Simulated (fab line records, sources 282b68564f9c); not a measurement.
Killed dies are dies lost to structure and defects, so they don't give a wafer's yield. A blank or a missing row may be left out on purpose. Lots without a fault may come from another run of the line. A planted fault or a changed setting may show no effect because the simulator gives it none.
fab line records | flow rit_cmos
record lots=7 wafers=21 last_day=7
route steps=202 shown PRETRO@72 GATE@75 FOX2@80 REOX@98 NLDD@103 SDANNEAL@155 M1@202
lots that met no fault: from a run of the same line without faults
start_h: hours from the record's first day to the start of the lot's first wafer shown | wait_h: hours since the lot's step before | " the same as in the row above | L1.1+2: a row that stands for several wafers | - no value, or no start given | * or withheld: withheld | < > ~ a bound
route shown NAME@n: a module of which the file shows steps, and the number in the route of the first | usual: mean/standard deviation of fault-free wafers | same: alike in all rows | chamber/n: place in a boat | sites: the reading at each site | _std_site: their standard deviation | _edge_site: outer sites' mean less inner sites' | radius_mm: how far each site lies from the wafer's centre | mask NAME#n: copy n | behind: the tool/chamber that last shaped the wafer | hold: why the lot was held/for how many hours/how that ended | device: the transistor (n, p or np) that didn't switch | end of line: the same wafers' tests at the end of the route | a step without rows: its recipe alone | killed: dies lost to structure and defects at the first sort, not the wafer's yield | map: a wafer's dies, x killed, . not, _ none there
set.NAME: the setting as run; set.NAME@STEP: as run at that earlier step | model.NAME: the simulator's own value behind a step, which no gauge read
lots at some steps of the route; a table a step, a row a wafer
services: from which hour (start_h, from the record's first day; less than 0 if before it) a tool's chamber was out of use, for how many hours, and why
## steps
# step RIT_PRETRO_IMPLANT_08
# recipe species=B energy_kev=45 dose_cm2=1.2e+13 tilt_deg=7
# step RIT_PRETRO_STRIP_09
# recipe chemistry=O2 time_s=180 resist=NOVOLAK platen_temp_c=withheld power_w=500 pressure_mtorr=4000 o2_flow_sccm=4000
# usual drypump_motor_current_A=5.4/0.41
# columns lot.wafer tool chamber start_h wait_h drypump_motor_current_A rf_hours_counter_h
L779.1 plasma_asher-01 0 32.04 0.1 5.7 23
L779.2 " 1 " " 4.9 23
L779.6 " 0 " " 5.7 -
L786.1 plasma_asher-03 0 66.92 0.1 4.9 40
L786.2 " 1 " " 5.9 40
L786.5 " 1 " " 5.9 -
L790.2 plasma_asher-01 0 85.97 0.1 5.7 29
L790.5 " 1 " " 4.9 -
L790.6 " 0 " " 5.8 -
L791.2 plasma_asher-01 1 91.17 0.1 4.9 30
L791.4 " 0 " " 5.7 -
L791.5 " 1 " " 4.9 -
L792.1 plasma_asher-03 0 95.97 0.1 4.9 43
L792.2 " 1 " " 5.9 43
L792.6 " 0 " " 4.9 -
L795.1 plasma_asher-01 1 113.22 0.1 4.9 32
L795.2 " 0 " " 5.7 32
L795.3 " 1 " " 4.9 -
L801.2 plasma_asher-02 1 140.94 0.1 5.5 3
L801.3 " 1 " " 5.5 -
L801.6 " 1 " " 5.5 -
# step RIT_PRETRO_TW_MEAS_10
# usual PRETRO_TW=476.1/2.7
# columns lot.wafer tool chamber start_h wait_h PRETRO_TW
L779.1 film_metro-02 - 32.21 0.1 477.4
L779.2 " - " " 477.4
L779.6 " - " " 475.8
L786.1 film_metro-02 - 67.10 0.1 479.2
L786.2 " - " " 476.0
L786.5 " - " " 477.7
L790.2 film_metro-01 - 86.16 0.1 475.5
L790.5 " - " " 475.6
L790.6 " - " " 472.5
L791.2 film_metro-04 - 91.36 0.1 478.3
L791.4 " - " " 477.2
L791.5 " - " " 478.4
L792.1 film_metro-04 - 96.15 0.1 475.5
L792.2 " - " " 476.6
L792.6 " - " " 478.6
L795.1 film_metro-01 - 113.40 0.1 475.8
L795.2 " - " " 479.3
L795.3 " - " " 478.0
L801.2 film_metro-01 - 141.13 0.1 474.8
L801.3 " - " " 476.3
L801.6 " - " " 476.0
# step RIT_GATE_WET_ETCH_00
# recipe chemistry=BOE target=SiO2 target_depth_nm=56 time_s=60 dry=n2_spin dilution=10:1 temp_c=21.5
# step RIT_GATE_CLEAN_01
# recipe chemistry=SC1 mix=3:3:50 time_s=600 temp_c=75
# step RIT_GATE_CLEAN_02
# recipe chemistry=dHF dilution=50:1 time_s=30
# step RIT_GATE_CLEAN_03
# recipe chemistry=SC2 mix=3:3:50 time_s=600 temp_c=75 dry=n2_spin
# step RIT_GATE_CLEAN_04
# recipe chemistry=dHF dilution=50:1 time_s=60 dry=n2_spin
# step RIT_FOX2_THK_MEAS_91
# recipe reads=SiO2_of_FOX2_OXIDATION_00
# usual FIELD_OXIDE_LEFT_2_THK=252/7
# columns lot.wafer tool chamber start_h wait_h FIELD_OXIDE_LEFT_2_THK[nm]
L779.1 film_metro-03 - 32.71 0.0 268
L779.2 " - " " 262
L779.6 " - " " 266
L786.1 film_metro-03 - 67.59 0.0 251
L786.2 " - " " 260
L786.5 " - " " 258
L790.2 film_metro-03 - 86.64 0.0 251
L790.5 " - " " 252
L790.6 " - " " 254
L791.2 film_metro-02 - 91.83 0.0 260
L791.4 " - " " 257
L791.5 " - " " 257
L792.1 film_metro-02 - 96.62 0.0 243
L792.2 " - " " 241
L792.6 " - " " 244
L795.1 film_metro-03 - 113.87 0.0 254
L795.2 " - " " 249
L795.3 " - " " 252
L801.2 film_metro-03 - 141.61 0.0 247
L801.3 " - " " 253
L801.6 " - " " 248
# step RIT_GATE_OXIDATION_05
# recipe temp_c=900 ambient=O2 target_thk_a=30 ox_time_s=270
# step RIT_GATE_ANNEAL_06
# recipe temp_c=900 time_s=600 ambient=N2O
# step RIT_GATE_THK_MEAS_07
# recipe reads=SiO2_of_GATE_OXIDATION_05
# usual GATE_OXIDE_THK=3.00/0.068
# columns lot.wafer tool chamber start_h wait_h GATE_OXIDE_THK[nm]
L779.1 film_metro-03 - 34.09 0.0 3.11
L779.2 " - " " 3.16
L779.6 " - " " 3.07
L786.1 film_metro-04 - 69.68 0.0 3.01
L786.2 " - " " 3.01
L786.5 " - " " 3.08
L790.2 film_metro-04 - 88.06 0.1 2.96
L790.5 " - " " 2.97
L790.6 " - " " 2.97
L791.2 film_metro-02 - 96.02 0.0 3.02
L791.4 " - " " 2.97
L791.5 " - " " 3.04
L792.1 film_metro-03 - 102.51 0.0 2.90
L792.2 " - " " 2.87
L792.6 " - " " 2.90
L795.1 film_metro-02 - 115.26 0.0 3.04
L795.2 " - " " 2.95
L795.3 " - " " 2.99
L801.2 film_metro-04 - 144.42 0.0 3.01
L801.3 " - " " 2.97
L801.6 " - " " 3.03
# step RIT_GATE_CVD_08
# recipe material=poly-Si target_thk_nm=250 temp_c=610 precursor=SiH4 time_s=2220 pressure_mtorr=300 sih4_flow_sccm=100
# columns lot.wafer tool chamber start_h wait_h model.poly-Si_of_GATE_CVD_08.thk_nm
L779.1 lpcvd-01 1 34.15 0.1 247
L779.2 " 1 " " 249.9
L779.6 " 1 " " 248.4
L786.1 lpcvd-02 1 69.74 0.1 249.6
L786.2 " 1 " " 247.8
L786.5 " 1 " " 248.1
L790.2 lpcvd-02 1 88.11 0.0 187.5
L790.5 " 1 " " 188.5
L790.6 " 1 " " 187
L791.2 lpcvd-02 1 96.07 0.0 188.2
L791.4 " 1 " " 186.3
L791.5 " 1 " " 187.5
L792.1 lpcvd-02 0 102.57 0.1 183.4
L792.2 " 0 " " 183.2
L792.6 " 0 " " 183.9
L795.1 lpcvd-01 1 115.32 0.1 251
L795.2 " 1 " " 250.5
L795.3 " 1 " " 249.7
L801.2 lpcvd-01 0 144.85 0.4 247
L801.3 " 0 " " 246.4
L801.6 " 0 " " 245.6
# step RIT_GATE_THK_MEAS_09
# recipe reads=poly-Si_of_GATE_CVD_08
# usual GATE_POLY_THK=248.0/2.2
# columns lot.wafer tool chamber start_h wait_h GATE_POLY_THK[nm]
L779.1 film_metro-04 - 35.77 0.0 247.0
L779.2 " - " " 249.9
L779.6 " - " " 248.4
L786.1 film_metro-04 - 71.35 0.0 249.5
L786.2 " - " " 247.6
L786.5 " - " " 248.2
L790.2 film_metro-04 - 89.74 0.0 187.5
L790.5 " - " " 188.6
L790.6 " - " " 187.0
L791.2 film_metro-04 - 97.69 0.0 188.1
L791.4 " - " " 186.4
L791.5 " - " " 187.5
L792.1 film_metro-02 - 104.19 0.0 183.6
L792.2 " - " " 183.2
L792.6 " - " " 183.8
L795.1 film_metro-02 - 116.94 0.0 251.1
L795.2 " - " " 250.6
L795.3 " - " " 249.6
L801.2 film_metro-03 - 146.47 0.0 247.2
L801.3 " - " " 246.6
L801.6 " - " " 245.6
# step RIT_GATE_HMDS_10
# recipe prime_time_s=60 prime_temp_c=140
# step RIT_GATE_COAT_11
# recipe resist=NOVOLAK spin_rpm=4250 resist_thk_nm=850
# step RIT_GATE_SOFTBAKE_12
# recipe resist=NOVOLAK temp_c=90 time_s=60
# step RIT_GATE_EXPOSE_13
# recipe mask_id=M6 na=0.6 source_shape=conventional sigma_outer=0.6 target_cd_nm=150 dose_mj=380
# step RIT_GATE_PEB_14
# recipe resist=NOVOLAK temp_c=withheld time_s=withheld
# step RIT_GATE_DEVELOP_15
# recipe resist=NOVOLAK develop_time_s=50 dev_temp_c=23
# step RIT_GATE_CD_MEAS_16
# recipe target_cd_nm=150
# usual cd_nm=149.9/2.8
# columns lot.wafer tool chamber start_h wait_h cd_nm
L779.1 cd_sem-02 - 36.78 - 145.3
L779.2 " - " " 143.7
L779.6 " - " " 144.3
L786.1 cd_sem-01 - 72.39 - 150.0
L786.2 " - " " 150.6
L786.5 " - " " 150.0
L790.2 cd_sem-02 - 90.66 - 145.7
L790.5 " - " " 147.8
L790.6 " - " " 148.4
L791.2 cd_sem-02 - 98.61 - 150.7
L791.4 " - " " 149.6
L791.5 " - " " 150.5
L792.1 cd_sem-02 - 105.10 - 154.1
L792.2 " - " " 150.5
L792.6 " - " " 153.0
L795.1 cd_sem-01 - 117.85 - 149.4
L795.2 " - " " 146.4
L795.3 " - " " 149.4
L801.2 cd_sem-02 - 147.39 - 146.9
L801.3 " - " " 148.2
L801.6 " - " " 148.9
# step RIT_GATE_OVL_MEAS_17
# usual GATE_OVL=0.1/1.3
# columns lot.wafer tool chamber start_h wait_h GATE_OVL[nm]
L779.1 overlay-02 - 36.90 0.1 0.4
L779.2 " - " " 2.1
L779.6 " - " " 0.0
L786.1 overlay-02 - 72.51 0.1 -0.5
L786.2 " - " " 0.2
L786.5 " - " " -0.3
L790.2 overlay-02 - 90.77 0.1 0.5
L790.5 " - " " 1.2
L790.6 " - " " -0.3
L791.2 overlay-01 - 98.72 0.1 -1.0
L791.4 " - " " 0.7
L791.5 " - " " 0.3
L792.1 overlay-02 - 105.22 0.1 1.3
L792.2 " - " " 1.6
L792.6 " - " " 0.6
L795.1 overlay-01 - 117.97 0.1 -0.1
L795.2 " - " " 0.9
L795.3 " - " " 2.3
L801.2 overlay-02 - 147.50 0.1 0.6
L801.3 " - " " 0.1
L801.6 " - " " -0.5
# step RIT_GATE_HARDBAKE_18
# recipe resist=NOVOLAK temp_c=140 time_s=60
# step RIT_GATE_ETCH_19
# recipe chemistry=SF6/CHF3/O2 time_s=165 SF6_flow_sccm=30 CHF3_flow_sccm=30 O2_flow_sccm=5 target=poly-Si pressure_mtorr=40 rf_w=160 target_depth_a=3125 over_etch_frac=0.25 stop_on=SiO2
# usual drypump_motor_current_A=5.8/0.55 oes_product_au=0.846/0.016 throttle_valve_pct=10.22/0.15
# columns lot.wafer tool chamber start_h wait_h drypump_motor_current_A oes_product_au rf_hours_counter_h throttle_valve_pct model.etch.depth_nm model.GATE.feature_depth_nm
L779.1 rie_si-01 2 37.11 0.1 6.1 0.849 0 10.15 247 247
L779.2 " 1 " " 5.5 0.867 48 10.18 249.9 249.9
L779.6 " 2 " " 6.1 0.856 - 10.13 248.4 248.4
L786.1 rie_si-02 0 72.69 0.1 4.8 0.851 81 10.18 249.6 249.6
L786.2 " 2 " " 5.2 0.819 38 10.41 247.8 247.8
L786.5 " 1 " " 6.1 0.855 - 10.41 248.1 248.1
L790.2 rie_si-02 2 90.95 0.1 5.1 0.690 38 10.42 187.5 187.5
L790.5 " 2 " " 5.1 0.686 - 10.41 188.5 188.5
L790.6 " 1 " " 6.1 0.693 - 10.41 187 187
L791.2 rie_si-01 1 98.97 0.1 5.5 0.710 49 10.18 188.2 188.2
L791.4 " 0 " " 6.0 0.706 4 10.02 186.3 186.3
L791.5 " 3 " " 6.1 0.723 - 10.37 187.5 187.5
L792.1 rie_si-02 3 105.40 0.1 6.6 0.678 35 10.09 183.4 183.4
L792.2 " 2 " " 5.2 0.675 38 10.41 183.2 183.2
L792.6 " 3 " " 6.6 0.685 - 10.10 183.9 183.9
L795.1 rie_si-01 2 118.15 0.1 6.0 0.856 1 10.15 251 251
L795.2 " 0 " " 6.0 0.860 4 10.02 250.5 250.5
L795.3 " 0 " " 6.0 0.856 - 10.00 249.7 249.7
L801.2 rie_si-01 1 147.68 0.1 5.5 0.840 49 10.17 247 247
L801.3 " 2 " " 6.1 0.845 1 10.16 246.4 246.4
L801.6 " 2 " " 6.1 0.844 - 10.15 245.6 245.6
# step RIT_GATE_STRIP_20
# recipe chemistry=O2 time_s=180 resist=NOVOLAK platen_temp_c=withheld power_w=500 pressure_mtorr=4000 o2_flow_sccm=4000
# usual drypump_motor_current_A=5.6/0.51
# columns lot.wafer tool chamber start_h wait_h drypump_motor_current_A rf_hours_counter_h
L779.1 plasma_asher-02 0 37.22 0.1 5.4 40
L779.2 " 1 " " 5.5 40
L779.6 " 1 " " 5.5 -
L786.1 plasma_asher-04 1 72.80 0.1 6.3 46
L786.2 " 0 " " 6.3 46
L786.5 " 1 " " 6.3 -
L790.2 plasma_asher-02 1 91.05 0.1 5.5 45
L790.5 " 0 " " 5.4 -
L790.6 " 1 " " 5.5 -
L791.2 plasma_asher-02 0 99.08 0.1 5.4 46
L791.4 " 0 " " 5.4 -
L791.5 " 1 " " 5.5 -
L792.1 plasma_asher-02 1 105.51 0.1 5.5 47
L792.2 " 0 " " 5.4 47
L792.6 " 0 " " 5.4 -
L795.1 plasma_asher-04 0 118.31 0.1 6.3 51
L795.2 " 1 " " 6.3 51
L795.3 " 0 " " 6.3 -
L801.2 plasma_asher-04 0 147.79 0.1 6.3 54
L801.3 " 1 " " 6.3 -
L801.6 " 1 " " 6.3 -
# step RIT_GATE_CD_MEAS_90
# recipe target_cd_nm=150
# usual cd_nm=149.9/2.8
# columns lot.wafer tool chamber start_h wait_h cd_nm
L779.1 cd_sem-01 - 37.39 0.1 145.3
L779.2 " - " " 143.3
L779.6 " - " " 144.4
L786.1 cd_sem-02 - 72.98 0.1 150.0
L786.2 " - " " 151.0
L786.5 " - " " 150.3
L790.2 cd_sem-01 - 91.25 0.1 145.7
L790.5 " - " " 147.7
L790.6 " - " " 148.5
L791.2 cd_sem-01 - 99.27 0.1 151.3
L791.4 " - " " 150.3
L791.5 " - " " 150.6
L792.1 cd_sem-01 - 105.69 0.1 153.9
L792.2 " - " " 150.4
L792.6 " - " " 152.5
L795.1 cd_sem-02 - 118.49 0.1 149.9
L795.2 " - " " 146.4
L795.3 " - " " 149.2
L801.2 cd_sem-02 - 147.99 0.1 146.6
L801.3 " - " " 148.0
L801.6 " - " " 148.7
# step RIT_REOX_CLEAN_00
# recipe chemistry=SC1 mix=3:3:50 time_s=600 temp_c=75
# step RIT_REOX_CLEAN_01
# recipe chemistry=dHF dilution=50:1 time_s=30
# step RIT_REOX_CLEAN_02
# recipe chemistry=SC2 mix=3:3:50 time_s=600 temp_c=75 dry=n2_spin
# step RIT_REOX_OXIDATION_03
# recipe temp_c=900 ambient=O2 target_thk_a=252 ox_time_s=5580
# step RIT_REOX_THK_MEAS_04
# recipe reads=SiO2_of_REOX_OXIDATION_03
# usual REOX_OXIDE_THK=25.3/0.42
# columns lot.wafer tool chamber start_h wait_h REOX_OXIDE_THK[nm]
L779.1 film_metro-02 - 40.59 0.0 25.1
L779.2 " - " " 25.0
L779.6 " - " " 24.7
L786.1 film_metro-01 - 76.01 0.0 25.3
L786.2 " - " " 25.6
L786.5 " - " " 25.6
L790.2 film_metro-02 - 95.17 0.0 25.0
L790.5 " - " " 25.0
L790.6 " - " " 25.1
L791.2 film_metro-02 - 102.30 0.0 25.7
L791.4 " - " " 25.6
L791.5 " - " " 25.5
L792.1 film_metro-01 - 109.58 0.0 25.2
L792.2 " - " " 25.2
L792.6 " - " " 25.6
L795.1 film_metro-02 - 121.56 0.0 24.4
L795.2 " - " " 24.3
L795.3 " - " " 24.7
L801.2 film_metro-01 - 152.01 0.0 26.1
L801.3 " - " " 25.9
L801.6 " - " " 25.6
# step RIT_NLDD_HMDS_00
# recipe prime_time_s=60 prime_temp_c=140
# step RIT_NLDD_COAT_01
# recipe resist=NOVOLAK spin_rpm=3250 resist_thk_nm=1000
# step RIT_NLDD_SOFTBAKE_02
# recipe resist=NOVOLAK temp_c=90 time_s=60
# step RIT_NLDD_EXPOSE_03
# recipe mask_id=M7 na=0.57 target_cd_nm=40700 dose_mj=250
# step RIT_NLDD_PEB_04
# recipe resist=NOVOLAK temp_c=withheld time_s=withheld
# step RIT_NLDD_DEVELOP_05
# recipe resist=NOVOLAK develop_time_s=50 dev_temp_c=23
# step RIT_NLDD_OVL_MEAS_06
# usual NLDD_OVL=-0.6/1.2
# columns lot.wafer tool chamber start_h wait_h NLDD_OVL[nm]
L779.1 overlay-01 - 41.50 - -0.6
L779.2 " - " " -1.6
L779.6 " - " " -1.1
L786.1 overlay-01 - 77.13 - -1.1
L786.2 " - " " -0.8
L786.5 " - " " -1.8
L790.2 overlay-02 - 96.21 - -2.7
L790.5 " - " " -2.3
L790.6 " - " " -2.4
L791.2 overlay-01 - 103.33 - 0.0
L791.4 " - " " -0.7
L791.5 " - " " 0.2
L792.1 overlay-02 - 110.61 - -0.8
L792.2 " - " " 1.3
L792.6 " - " " 1.2
L795.1 overlay-01 - 122.59 - 0.1
L795.2 " - " " -2.4
L795.3 " - " " 0.2
L801.2 overlay-02 - 153.26 - -2.0
L801.3 " - " " -1.4
L801.6 " - " " -0.2
# step RIT_NLDD_HARDBAKE_07
# recipe resist=NOVOLAK temp_c=140 time_s=60
# step RIT_NLDD_IMPLANT_08
# recipe species=P energy_kev=20 dose_cm2=5e+14 tilt_deg=7
# step RIT_NLDD_STRIP_09
# recipe chemistry=O2 time_s=180 resist=NOVOLAK platen_temp_c=withheld power_w=500 pressure_mtorr=4000 o2_flow_sccm=4000
# usual drypump_motor_current_A=5.6/0.5
# columns lot.wafer tool chamber start_h wait_h drypump_motor_current_A rf_hours_counter_h
L779.1 plasma_asher-01 0 41.84 0.1 5.8 24
L779.2 " 1 " " 4.9 24
L779.6 " 1 " " 4.9 -
L786.1 plasma_asher-02 0 77.57 0.1 5.4 44
L786.2 " 1 " " 5.5 44
L786.5 " 1 " " 5.5 -
L790.2 plasma_asher-04 1 96.54 0.1 6.3 48
L790.5 " 0 " " 6.3 -
L790.6 " 1 " " 6.3 -
L791.2 plasma_asher-02 0 103.66 0.1 5.4 47
L791.4 " 1 " " 5.5 -
L791.5 " 0 " " 5.4 -
L792.1 plasma_asher-01 0 110.95 0.1 5.7 31
L792.2 " 1 " " 4.9 31
L792.6 " 0 " " 5.7 -
L795.1 plasma_asher-02 0 122.93 0.1 5.4 1
L795.2 " 1 " " 5.5 1
L795.3 " 0 " " 5.3 -
L801.2 plasma_asher-01 1 153.59 0.1 4.9 36
L801.3 " 1 " " 4.9 -
L801.6 " 0 " " 5.8 -
# step RIT_NLDD_TW_MEAS_10
# usual NLDD_TW=2500/19
# columns lot.wafer tool chamber start_h wait_h NLDD_TW
L779.1 film_metro-01 - 42.01 0.1 2469
L779.2 " - " " 2472
L779.6 " - " " 2464
L786.1 film_metro-04 - 77.75 0.1 2506
L786.2 " - " " 2503
L786.5 " - " " 2497
L790.2 film_metro-01 - 96.72 0.1 2484
L790.5 " - " " 2472
L790.6 " - " " 2486
L791.2 film_metro-04 - 103.84 0.1 2494
L791.4 " - " " 2510
L791.5 " - " " 2511
L792.1 film_metro-03 - 111.12 0.1 2531
L792.2 " - " " 2526
L792.6 " - " " 2512
L795.1 film_metro-04 - 123.11 0.1 2498
L795.2 " - " " 2501
L795.3 " - " " 2510
L801.2 film_metro-04 - 153.78 0.1 2509
L801.3 " - " " 2521
L801.6 " - " " 2512
# step RIT_SDANNEAL_CLEAN_02
# recipe chemistry=SC2 mix=3:3:50 time_s=600 temp_c=75 dry=n2_spin
# usual temp_c=74.99/0.14
# columns lot.wafer tool chamber start_h wait_h temp_c model.poly-Si_of_GATE_CVD_08.thk_nm
L779.1 wet_bench-01 0 49.58 0.0 75.02 160.1
L779.2 " 0 " " 74.99 163.6
L779.6 " 0 " " 75.07 161.2
L786.1 wet_bench-04 0 85.01 0.0 74.80 161.8
L786.2 " 0 " " 74.93 160
L786.5 " 0 " " 74.96 159.8
L790.2 wet_bench-02 1 103.84 0.0 75.14 100.6
L790.5 " 1 " " 75.12 101.6
L790.6 " 1 " " 75.16 99.63
L791.2 wet_bench-01 1 111.28 0.0 74.98 101.3
L791.4 " 1 " " 74.92 100
L791.5 " 1 " " 74.92 99.5
L792.1 wet_bench-02 3 118.38 0.0 75.00 96.27
L792.2 " 3 " " 75.20 96.63
L792.6 " 3 " " 75.20 97.36
L795.1 wet_bench-04 3 130.38 0.0 74.82 163.2
L795.2 " 3 " " 74.94 163.4
L795.3 " 3 " " 74.99 162.8
L801.2 wet_bench-04 3 161.29 0.0 74.93 158.9
L801.3 " 3 " " 75.00 158.5
L801.6 " 3 " " 74.78 157.3
# step RIT_M1_PROBE_99
# usual killed_at_M0_to_M3=0.0/0.14 killed_at_front_end=7/3 killed_dies=7/3 killed_open=3.5/2 killed_short=3.6/2.1
# same gross_dies=264 killed_at_M4_up=0 killed_at_back_side=0 killed_at_contacts=0 killed_at_other=0
# columns lot.wafer tool chamber start_h wait_h killed_at_M0_to_M3 killed_at_front_end killed_dies killed_open killed_short model.etest.pmos_turned.r_on_ohm_um model.etest.pmos_0p3.r_on_ohm_um model.etest.pmos_0p15.r_on_ohm_um model.etest.nmos_0p3.r_on_ohm_um model.etest.nmos_turned.drive_ua_um model.etest.nmos_0p15.r_on_ohm_um model.etest.pmos_turned.drive_ua_um model.etest.nmos_0p15.drive_ua_um
L779.1 prober-01 - 58.61 0.1 0 3 3 1 2 3319 6328 2669 2192 337.3 1099 196.4 476.5
L779.2 prober-01 - 58.66 0.1 0 3 3 2 1 3310 6447 2648 2214 337 1102 197.7 486.3
L779.6 prober-01 - 58.86 0.2 0 3 3 1 2 3237 6310 2609 2164 344.8 1098 203.8 486.9
L786.1 prober-02 - 92.74 0.1 0 10 10 5 5 3373 6203 2739 2162 318.2 1152 195.6 465.2
L786.2 prober-02 - 92.79 0.1 0 6 6 2 4 3437 6270 2794 2183 312.4 1171 189.9 456.3
L786.5 prober-02 - 92.94 0.2 0 7 7 4 3 3470 6316 2787 2205 309 1181 189.9 453.1
L790.2 prober-02 - 113.80 0.1 0 8 8 2 6 2884 6033 2504 2041 431.5 1042 243.6 521.4
L790.5 prober-02 - 113.95 0.2 0 8 8 6 2 2985 6018 2577 2063 423.8 1060 233 509.5
L790.6 prober-02 - 114.00 0.2 0 10 10 4 6 2917 6035 2532 2067 428.6 1056 240.9 508.9
L791.2 prober-01 - 118.94 0.1 0 7 7 4 3 2977 6064 2577 2075 395.6 1087 233.1 480.6
L791.4 prober-01 - 119.04 0.2 0 4 4 2 2 2916 6057 2562 2062 412.4 1084 237.3 497
L791.5 prober-01 - 119.09 0.2 0 11 11 5 6 2965 6102 2584 2096 404.2 1117 234.4 485.8
L792.1 prober-02 - 126.05 0.1 0 9 9 4 5 - - - - - - - -
L792.2 prober-02 - 126.10 0.1 0 9 9 1 8 2886 5868 2541 1979 442.9 1032 244.4 524.2
L792.6 prober-02 - 126.30 0.2 0 9 9 2 7 2901 5818 2562 1972 438.3 1049 241.8 516.6
L795.1 prober-01 - 139.22 0.1 0 6 6 1 5 3306 6290 2689 2189 322.6 1153 202.5 462.6
L795.2 prober-01 - 139.27 0.1 0 4 4 1 3 3185 6143 2580 2143 332.1 1104 212.3 482.1
L795.3 prober-01 - 139.32 0.2 0 11 11 6 5 3316 6289 2700 2192 318.3 1136 198.2 461.2
L801.2 prober-02 - 168.99 0.1 1 3 4 2 2 3742 6508 2934 2170 309.5 1147 166.8 474.6
L801.3 prober-02 - 169.04 0.2 0 7 7 4 3 3682 6436 2936 2151 316.5 1148 170.8 478.7
L801.6 prober-02 - 169.19 0.2 0 4 4 2 2 3703 6508 2934 2185 323.2 1156 172.8 466.4
# killed by level:class
L779.1 FOX2:geometric_particle:short=1 GATE:geometric_particle:short=1 SPACER:geometric_particle:open=1
L779.2 GATE:geometric_particle:open=1 REOX:geometric_particle:short=1 SPACER:geometric_particle:open=1
L779.6 FOX1:geometric_particle:open=1 GATE:geometric_particle:short=1 SILICIDE:geometric_particle:short=1
L786.1 GATE:geometric_particle:short=3 GATE:geometric_particle:open=3 FOX2:geometric_particle:short=2 SILICIDE:geometric_particle:open=2
L786.2 FOX1:geometric_particle:short=2 FOX1:geometric_particle:open=1 GATE:geometric_particle:short=1 REOX:geometric_particle:open=1 SPACER:geometric_particle:short=1
L786.5 REOX:geometric_particle:open=2 FOX1:geometric_particle:open=1 FOX2:geometric_particle:open=1 FOX2:geometric_particle:short=1 GATE:geometric_particle:short=1 SPACER:geometric_particle:short=1
L790.2 GATE:geometric_particle:short=5 FOX2:geometric_particle:short=1 FOX2:geometric_particle:open=1 GATE:geometric_particle:open=1
L790.5 FOX2:geometric_particle:open=2 GATE:geometric_particle:short=2 REOX:geometric_particle:open=2 FOX1:geometric_particle:open=1 GATE:geometric_particle:open=1
L790.6 GATE:geometric_particle:short=3 FOX1:geometric_particle:short=2 GATE:geometric_particle:open=1 REOX:geometric_particle:open=1 SPACER:geometric_particle:open=1 SILICIDE:geometric_particle:open=1 SILICIDE:geometric_particle:short=1
L791.2 FOX1:geometric_particle:short=2 FOX1:geometric_particle:open=2 FOX2:geometric_particle:open=1 GATE:geometric_particle:short=1 SILICIDE:geometric_particle:open=1
L791.4 REOX:geometric_particle:short=2 REOX:geometric_particle:open=1 SPACER:geometric_particle:open=1
L791.5 GATE:geometric_particle:short=4 GATE:geometric_particle:open=2 SILICIDE:geometric_particle:open=2 FOX2:geometric_particle:open=1 REOX:geometric_particle:short=1 SPACER:geometric_particle:short=1
L792.1 SILICIDE:geometric_particle:short=3 GATE:geometric_particle:open=2 FOX1:geometric_particle:open=1 GATE:geometric_particle:short=1 REOX:geometric_particle:open=1 SPACER:geometric_particle:short=1
L792.2 REOX:geometric_particle:short=3 SPACER:geometric_particle:short=3 SILICIDE:geometric_particle:short=2 REOX:geometric_particle:open=1
L792.6 SPACER:geometric_particle:short=4 REOX:geometric_particle:short=2 FOX2:geometric_particle:open=1 GATE:geometric_particle:short=1 GATE:geometric_particle:open=1
L795.1 FOX1:geometric_particle:short=2 REOX:geometric_particle:short=2 FOX2:geometric_particle:short=1 REOX:geometric_particle:open=1
L795.2 GATE:geometric_particle:short=2 SPACER:geometric_particle:short=1 SPACER:geometric_particle:open=1
L795.3 SPACER:geometric_particle:short=4 GATE:geometric_particle:open=3 SPACER:geometric_particle:open=2 FOX1:geometric_particle:short=1 REOX:geometric_particle:open=1
L801.2 FOX2:geometric_particle:open=1 REOX:geometric_particle:open=1 SPACER:geometric_particle:short=1 M1:geometric_particle:short=1
L801.3 REOX:geometric_particle:open=2 REOX:geometric_particle:short=2 FOX1:geometric_particle:open=1 GATE:geometric_particle:open=1 SPACER:geometric_particle:short=1
L801.6 GATE:geometric_particle:open=1 GATE:geometric_particle:short=1 SPACER:geometric_particle:open=1 SPACER:geometric_particle:short=1
## services
# columns tool chamber start_h hours kind
rie_si-01 - 12.92 0.2 repair
plasma_asher-01 - 14.71 0.3 repair
plasma_asher-04 - 21.50 2.6 repair
rie_si-01 3 91.95 5.7 repair
plasma_asher-01 - 98.37 0.4 repair
plasma_asher-01 - 103.03 2.8 pm
rie_si-01 3 106.80 - clean
rie_si-01 3 106.80 28.7 scheduled_down
rie_si-01 3 106.80 28.7 vent_cycle
plasma_asher-02 - 108.75 9.0 pm
plasma_asher-02 0 108.75 9.0 vent_cycle
plasma_asher-02 1 108.75 9.0 vent_cycle
rie_si-01 1 116.99 3.6 repair
plasma_asher-02 0 117.75 - clean
plasma_asher-02 1 117.75 - clean
plasma_asher-04 - 125.04 2.2 repair
rie_si-02 1 149.10 - clean
rie_si-02 1 149.10 19.1 scheduled_down
rie_si-02 1 149.10 19.1 vent_cycle
## key
first_sign step=RIT_GATE_THK_MEAS_09 reading=GATE_POLY_THK direction=down sigmas=29 usual=248.0 struck=186.2
effect step=RIT_GATE_ETCH_19 reading=oes_product_au direction=down sigmas=9.4 usual=0.846 struck=0.694
model_effect step=RIT_GATE_CVD_08 value=poly-Si_of_GATE_CVD_08.thk_nm without=248.2 struck=186.2
model_effect step=RIT_GATE_ETCH_19 value=etch.depth_nm without=248.2 struck=186.2
model_effect step=RIT_SDANNEAL_CLEAN_02 value=poly-Si_of_GATE_CVD_08.thk_nm without=161.2 struck=99.21
model_effect step=RIT_M1_PROBE_99 value=etest.pmos_turned.r_on_ohm_um without=3424 struck=2929
met_at RIT_GATE_CVD_08
struck_wafers L790.2,L790.5,L790.6,L791.2,L791.4,L791.5,L792.1,L792.2,L792.6
tester_left_out L790,L791,L792
onset_between 69.74 88.11
fault kind=process_parameter_drift tool=lpcvd-02 chamber=- onset_h=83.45 steps=RIT_GATE_CVD_08 channel=target_thk_nm offset=-62.04 shape=step end_h=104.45 acts_in=these_recipes_only stated=250
# tester_left_out: of these lots the tester's yield and bins aren't shown, on N5 and GAA mostly nor the transistor test; their killed dies are dies lost to structure and defects alone, not to doping, threshold or leakage, so they don't give the yield
